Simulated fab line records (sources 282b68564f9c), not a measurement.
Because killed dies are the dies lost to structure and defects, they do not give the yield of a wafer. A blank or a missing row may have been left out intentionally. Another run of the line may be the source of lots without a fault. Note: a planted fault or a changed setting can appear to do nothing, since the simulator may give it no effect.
fab line records	flow ritCmos
record: lots: 6	wafers: 18	lastDay: 8
route steps=202 shown PRETRO@69 GATE@75 FOX2@80 M1@202
lots with no fault: from the same line, run without faults
startH: the number of hours between the record's first day and the start of the first shown wafer of the lot	waitH: how many hours have passed since the lot's step before this one	" same as the row above	L1.1+2: several wafers, shown together as one row	- no value, or no start was given	* or withheld: withheld	< > ~ a bound
route shown NAME@n: names a module that has steps shown in the file, with the first one's number in the route	usual: mean/standard deviation of fault-free wafers	same: alike in all rows	chamber/n: place in a boat	sites: the reading at each site	_std_site: standard deviation of those values	_edge_site: the outer-site mean with the inner-site mean subtracted	radiusMm: for every site, how far away it sits from the centre of the wafer	mask NAME#n: copy n	behind: the tool/chamber that last shaped the wafer	hold: cause of the lot's hold/its duration in hours/its outcome	device: names the non-switching transistor (n, p or np)	end of line: the same wafers' tests at the end of the route	a step without rows: its recipe alone	killed: at the first sort, the dies lost to defects and structure; wafer yield is something else	map: a wafer's dies, marking killed ones x, the rest . and places with no die _
set.NAME: setting as actually run; set.NAME@STEP: the setting as run at that earlier step	model.NAME: the simulator's own value behind a step, which no gauge read
certain route steps with their lots: each step a table, each wafer a row
services: a tool's chamber out of use, with start hour (startH, from the record's first day; less than 0 if before it), hours out, and reason
== steps ==
step: RIT_PRETRO_DEVELOP_05
recipe: resist: NOVOLAK	developTimeS: 68	devTempC: 23
step: RIT_PRETRO_OVL_MEAS_06
usual: PRETRO_OVL: -0.1/1.4
lot.wafer	tool	chamber	startH	waitH	PRETRO_OVL[nm]
L392.2	overlay-02	-	47.56	-	-2.0
L392.4	"	-	"	"	0.7
L392.5	"	-	"	"	-1.8
L396.1	overlay-01	-	71.29	-	1.0
L396.5	"	-	"	"	1.3
L396.6	"	-	"	"	3.4
L398.1	overlay-02	-	85.76	-	-0.5
L398.2	"	-	"	"	-1.1
L398.5	"	-	"	"	-2.6
L403.1	overlay-01	-	105.02	-	-0.8
L403.4	"	-	"	"	-0.1
L403.6	"	-	"	"	-1.5
L404.2	overlay-02	-	109.12	-	-0.1
L404.5	"	-	"	"	-0.9
L404.6	"	-	"	"	-1.4
L412.3	overlay-01	-	151.72	-	-0.4
L412.4	"	-	"	"	-0.9
L412.5	"	-	"	"	0.6
step: RIT_PRETRO_HARDBAKE_07
recipe: resist: NOVOLAK	tempC: 140	timeS: 120
step: RIT_PRETRO_IMPLANT_08
recipe: species: B	energyKev: 45	doseCm2: 1.2e+13	tiltDeg: 7
step: RIT_PRETRO_STRIP_09
recipe: chemistry: O2	timeS: 180	resist: NOVOLAK	platenTempC: withheld	powerW: 500	pressureMtorr: 4000	o2FlowSccm: 4000
usual: drypumpMotorCurrentA: 5.78/0.27
lot.wafer	tool	chamber	startH	waitH	drypumpMotorCurrentA	rfHoursCounterH
L392.2	plasmaAsher-01	1	47.99	0.1	5.52	39
L392.4	"	1	"	"	5.49	-
L392.5	"	1	"	"	5.52	-
L396.1	plasmaAsher-04	0	71.73	0.1	5.42	41
L396.5	"	1	"	"	5.62	-
L396.6	"	0	"	"	5.42	-
L398.1	plasmaAsher-02	1	86.44	0.1	5.89	45
L398.2	"	0	"	"	6.15	45
L398.5	"	1	"	"	5.89	-
L403.1	plasmaAsher-04	0	105.65	0.1	5.40	44
L403.4	"	1	"	"	5.62	-
L403.6	"	1	"	"	5.65	-
L404.2	plasmaAsher-02	0	109.55	0.1	6.17	47
L404.5	"	0	"	"	6.17	-
L404.6	"	1	"	"	5.92	-
L412.3	plasmaAsher-04	1	152.20	0.1	5.62	-
L412.4	"	0	"	"	5.42	-
L412.5	"	0	"	"	5.43	-
step: RIT_PRETRO_TW_MEAS_10
usual: PRETRO_TW: 476/4.1
lot.wafer	tool	chamber	startH	waitH	PRETRO_TW
L392.2	filmMetro-04	-	48.17	0.1	475
L392.4	"	-	"	"	472
L392.5	"	-	"	"	474
L396.1	filmMetro-04	-	71.90	0.1	470
L396.5	"	-	"	"	472
L396.6	"	-	"	"	471
L398.1	filmMetro-04	-	86.62	0.1	479
L398.2	"	-	"	"	480
L398.5	"	-	"	"	475
L403.1	filmMetro-03	-	105.82	0.1	467
L403.4	"	-	"	"	465
L403.6	"	-	"	"	467
L404.2	filmMetro-04	-	109.73	0.1	478
L404.5	"	-	"	"	478
L404.6	"	-	"	"	475
L412.3	filmMetro-04	-	152.34	0.1	479
L412.4	"	-	"	"	481
L412.5	"	-	"	"	478
step: RIT_GATE_WET_ETCH_00
recipe: chemistry: BOE	target: SiO2	targetDepthNm: 56	timeS: 60	dry: n2Spin	dilution: 10:1	tempC: 21.5
step: RIT_GATE_CLEAN_01
recipe: chemistry: SC1	mix: 3:3:50	timeS: 600	tempC: 75
step: RIT_GATE_CLEAN_02
recipe: chemistry: dHF	dilution: 50:1	timeS: 30
step: RIT_GATE_CLEAN_03
recipe: chemistry: SC2	mix: 3:3:50	timeS: 600	tempC: 75	dry: n2Spin
step: RIT_GATE_CLEAN_04
recipe: chemistry: dHF	dilution: 50:1	timeS: 60	dry: n2Spin
step: RIT_FOX2_THK_MEAS_91
recipe: reads: SiO2_of_FOX2_OXIDATION_00
usual: FIELD_OXIDE_LEFT_2_THK: 251/5.8
lot.wafer	tool	chamber	startH	waitH	FIELD_OXIDE_LEFT_2_THK[nm]
L392.2	filmMetro-02	-	48.68	0.0	265
L392.4	"	-	"	"	256
L392.5	"	-	"	"	259
L396.1	filmMetro-03	-	72.41	0.0	241
L396.5	"	-	"	"	239
L396.6	"	-	"	"	240
L398.1	filmMetro-03	-	87.24	0.0	255
L398.2	"	-	"	"	256
L398.5	"	-	"	"	250
L403.1	filmMetro-04	-	106.38	0.0	257
L403.4	"	-	"	"	253
L403.6	"	-	"	"	249
L404.2	filmMetro-03	-	110.49	0.0	251
L404.5	"	-	"	"	244
L404.6	"	-	"	"	248
L412.3	filmMetro-03	-	153.03	0.0	258
L412.4	"	-	"	"	258
L412.5	"	-	"	"	251
step: RIT_GATE_OXIDATION_05
recipe: tempC: 900	ambient: O2	targetThkA: 30	oxTimeS: 270
usual: zonePowerLoadPct: 26.6/0.63
lot.wafer	tool	chamber	startH	waitH	zonePowerLoadPct	model.SiO2_of_GATE_OXIDATION_05.thkNm
L392.2	furnace-04	0	48.73	0.0	25.7	2.969
L392.4	"	0	"	"	25.8	2.964
L392.5	"	0	"	"	25.9	2.955
L396.1	furnace-04	0	73.35	0.9	26.1	2.973
L396.5	"	0	"	"	25.9	2.946
L396.6	"	0	"	"	26.1	2.911
L398.1	furnace-04	0	89.92	2.7	26.4	3.346
L398.2	"	0	"	"	25.7	3.271
L398.5	"	0	"	"	25.4	3.325
L403.1	furnace-04	0	107.05	0.7	25.8	3.359
L403.4	"	0	"	"	25.8	3.356
L403.6	"	0	"	"	26.3	3.443
L404.2	furnace-01	0	110.54	0.0	27.2	2.922
L404.5	"	0	"	"	27.7	2.922
L404.6	"	0	"	"	27.5	2.916
L412.3	furnace-01	0	154.47	1.4	27.6	3.059
L412.4	"	0	"	"	27.3	3.071
L412.5	"	0	"	"	27.8	3.042
step: RIT_GATE_ANNEAL_06
recipe: tempC: 900	timeS: 600	ambient: N2O
step: RIT_GATE_THK_MEAS_07
recipe: reads: SiO2_of_GATE_OXIDATION_05
usual: GATE_OXIDE_THK: 2.98/0.059
lot.wafer	tool	chamber	startH	waitH	GATE_OXIDE_THK[nm]
L392.2	filmMetro-04	-	50.07	0.0	3.00
L392.4	"	-	"	"	2.94
L392.5	"	-	"	"	2.95
L396.1	filmMetro-04	-	74.68	0.0	2.92
L396.5	"	-	"	"	2.95
L396.6	"	-	"	"	2.85
L398.1	filmMetro-03	-	92.86	0.0	3.36
L398.2	"	-	"	"	3.33
L398.5	"	-	"	"	3.27
L403.1	filmMetro-04	-	108.38	0.0	3.37
L403.4	"	-	"	"	3.33
L403.6	"	-	"	"	3.46
L404.2	filmMetro-02	-	111.87	0.0	2.95
L404.5	"	-	"	"	2.95
L404.6	"	-	"	"	2.92
L412.3	filmMetro-02	-	157.13	0.0	3.09
L412.4	"	-	"	"	3.04
L412.5	"	-	"	"	3.05
step: RIT_GATE_CVD_08
recipe: material: poly-Si	targetThkNm: 250	tempC: 610	precursor: SiH4	timeS: 2220	pressureMtorr: 300	sih4FlowSccm: 100
step: RIT_M1_PROBE_99
usual: killedAtContacts: 0.1/0.32	killedAtFrontEnd: 6/3.1	killedDies: 7/3.2	killedOpen: 3.1/1.9	killedShort: 3.5/2.2
same: grossDies: 264	killed_at_M0_to_M3: 0	killed_at_M4_up: 0	killedAtBackSide: 0	killedAtOther: 0
lot.wafer	tool	chamber	startH	waitH	killedAtContacts	killedAtFrontEnd	killedDies	killedOpen	killedShort	model.etest.pmos_0p3.rOnOhmUm	model.etest.pmosTurned.rOnOhmUm	model.etest.pmos_0p15.rOnOhmUm	model.etest.nmos_0p3.rOnOhmUm	model.etest.nmos_0p15.rOnOhmUm	model.etest.nmos_0p15.driveUaUm	model.etest.nmosNarrow.driveUaUm	model.etest.nmos_0p3.driveUaUm
L392.2	prober-01	-	76.02	0.1	0	2	2	1	1	6267	3408	2802	2158	1137	465.1	223.4	228
L392.4	prober-01	-	76.12	0.2	0	4	4	0	4	6309	3386	2783	2160	1153	464	227.7	229
L392.5	prober-01	-	76.17	0.2	0	8	8	4	4	6162	3306	2718	2137	1132	462	227.5	229.2
L396.1	prober-01	-	98.20	0.1	0	8	8	3	5	6107	3263	2682	2161	1142	460.6	228.7	226.8
L396.5	prober-01	-	98.40	0.2	0	5	5	2	3	6038	3212	2618	2146	1134	475.2	232.3	230.4
L396.6	prober-01	-	98.45	0.2	1	3	4	1	3	6008	3209	2615	2114	1116	473.1	235.6	229.8
L398.1	prober-02	-	117.31	0.1	0	3	3	2	1	6880	3766	3060	2350	1201	409.3	190.1	191.3
L398.2	prober-02	-	117.36	0.1	0	9	9	6	3	6885	3707	2968	2312	1184	431.7	198.4	199.8
L398.5	prober-02	-	117.51	0.2	0	4	4	0	4	6872	3649	2961	2342	1174	420.4	192.6	194.2
L403.1	prober-02	-	131.71	0.1	0	6	6	4	2	7095	3852	3125	2384	1232	415.1	192.2	194.5
L403.4	prober-02	-	131.86	0.2	0	7	7	4	3	6967	3819	3066	2363	1216	418.1	190.6	193
L403.6	prober-02	-	131.96	0.2	0	5	5	1	4	7178	3850	3088	2389	1206	413.2	187.8	189.4
L404.2	prober-01	-	136.69	0.1	0	1	1	0	1	5983	3155	2622	2059	1073	499.8	241.1	240.1
L404.5	prober-01	-	136.84	0.2	0	9	9	6	3	6130	3282	2697	2096	1098	481	239	235.5
L404.6	prober-01	-	136.89	0.2	0	14	14	9	5	6025	3227	2653	2058	1087	490.7	241.8	239.2
L412.3	prober-02	-	182.31	0.2	0	5	5	2	3	6647	3746	2992	2227	1170	453.2	219.6	218.4
L412.4	prober-02	-	182.36	0.2	0	12	12	5	7	6678	3772	2998	2232	1160	448.2	219.3	216.9
L412.5	prober-02	-	182.41	0.2	0	4	4	1	2	6481	3617	2879	2200	1138	460.3	224.8	222
killed by level:class
L392.2 GATE:geometricParticle:short=1 SILICIDE:geometricParticle:open=1
L392.4 SPACER:geometricParticle:short=2 GATE:geometricParticle:short=1 SILICIDE:geometricParticle:short=1
L392.5 GATE:geometricParticle:open=3 GATE:geometricParticle:short=2 SPACER:geometricParticle:short=2 SPACER:geometricParticle:open=1
L396.1 SILICIDE:geometricParticle:open=3 FOX1:geometricParticle:short=1 GATE:geometricParticle:short=1 REOX:geometricParticle:short=1 SPACER:geometricParticle:short=1 SILICIDE:geometricParticle:short=1
L396.5 GATE:geometricParticle:short=2 FOX1:geometricParticle:open=1 FOX1:geometricParticle:short=1 GATE:geometricParticle:open=1
L396.6 FOX1:geometricParticle:short=1 GATE:geometricParticle:open=1 SPACER:geometricParticle:short=1 CONTACT:geometricParticle:short=1
L398.1 GATE:geometricParticle:short=1 GATE:geometricParticle:open=1 SILICIDE:geometricParticle:open=1
L398.2 REOX:geometricParticle:open=3 GATE:geometricParticle:short=1 GATE:geometricParticle:open=1 REOX:geometricParticle:short=1 SPACER:geometricParticle:open=1 SPACER:geometricParticle:short=1 SILICIDE:geometricParticle:open=1
L398.5 REOX:geometricParticle:short=2 GATE:geometricParticle:short=1 SPACER:geometricParticle:short=1
L403.1 SILICIDE:geometricParticle:open=3 GATE:geometricParticle:short=1 REOX:geometricParticle:open=1 REOX:geometricParticle:short=1
L403.4 FOX1:geometricParticle:open=2 GATE:geometricParticle:short=2 FOX1:geometricParticle:short=1 GATE:geometricParticle:open=1 SPACER:geometricParticle:open=1
L403.6 GATE:geometricParticle:short=3 GATE:geometricParticle:open=1 REOX:geometricParticle:short=1
L404.2 SILICIDE:geometricParticle:short=1
L404.5 GATE:geometricParticle:short=3 REOX:geometricParticle:open=2 SILICIDE:geometricParticle:open=2 GATE:geometricParticle:open=1 SPACER:geometricParticle:open=1
L404.6 GATE:geometricParticle:open=5 GATE:geometricParticle:short=4 SPACER:geometricParticle:open=2 FOX2:geometricParticle:open=1 REOX:geometricParticle:open=1 SILICIDE:geometricParticle:short=1
L412.3 GATE:geometricParticle:open=2 GATE:geometricParticle:short=1 SPACER:geometricParticle:short=1 SILICIDE:geometricParticle:short=1
L412.4 GATE:geometricParticle:open=4 GATE:geometricParticle:short=3 FOX2:geometricParticle:short=2 FOX1:geometricParticle:short=1 REOX:geometricParticle:short=1 SPACER:geometricParticle:open=1
L412.5 SPACER:geometricParticle:short=2 SPACER:geometricParticle:open=1 NLDD:coatMicrobubblePrinted=1
== services ==
tool	chamber	startH	hours	kind
furnace-01	-	27.24	2.7	pm
plasmaAsher-01	-	43.43	1.2	repair
plasmaAsher-04	-	49.04	2.8	pm
plasmaAsher-04	-	85.90	2.0	repair
plasmaAsher-04	-	89.52	2.1	repair
plasmaAsher-01	-	108.75	9.0	pm
plasmaAsher-01	0	108.75	9.0	ventCycle
plasmaAsher-01	1	108.75	9.0	ventCycle
plasmaAsher-01	0	117.75	-	clean
plasmaAsher-01	1	117.75	-	clean
furnace-04	-	124.44	4.2	pm
furnace-04	-	136.92	18.3	pm
== key ==
firstSign: step: RIT_GATE_THK_MEAS_07	reading: GATE_OXIDE_THK	direction: up	sigmas: 6.4	usual: 2.98	struck: 3.35
effect none on later readings
modelEffect: step: RIT_GATE_OXIDATION_05	value: SiO2_of_GATE_OXIDATION_05.thkNm	without: 2.976	struck: 3.35
modelEffect: step: RIT_M1_PROBE_99	value: etest.pmos_0p3.rOnOhmUm	without: 6282	struck: 6980
metAt RIT_GATE_OXIDATION_05
struckWafers L398.1,L398.2,L398.5,L403.1,L403.4,L403.6
testerLeftOut L398,L403
onsetBetween 73.35 89.92
fault: kind: processParameterDrift	tool: furnace-04	chamber: -	onsetH: 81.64	steps: RIT_GATE_OXIDATION_05	channel: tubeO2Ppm	offset: 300	shape: step	endH: 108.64
testerLeftOut: of these lots the tester's yield and bins aren't shown, on N5 and GAA mostly nor the transistor test; their killed dies are dies lost to structure and defects alone, not to doping, threshold or leakage, so they don't give the yield
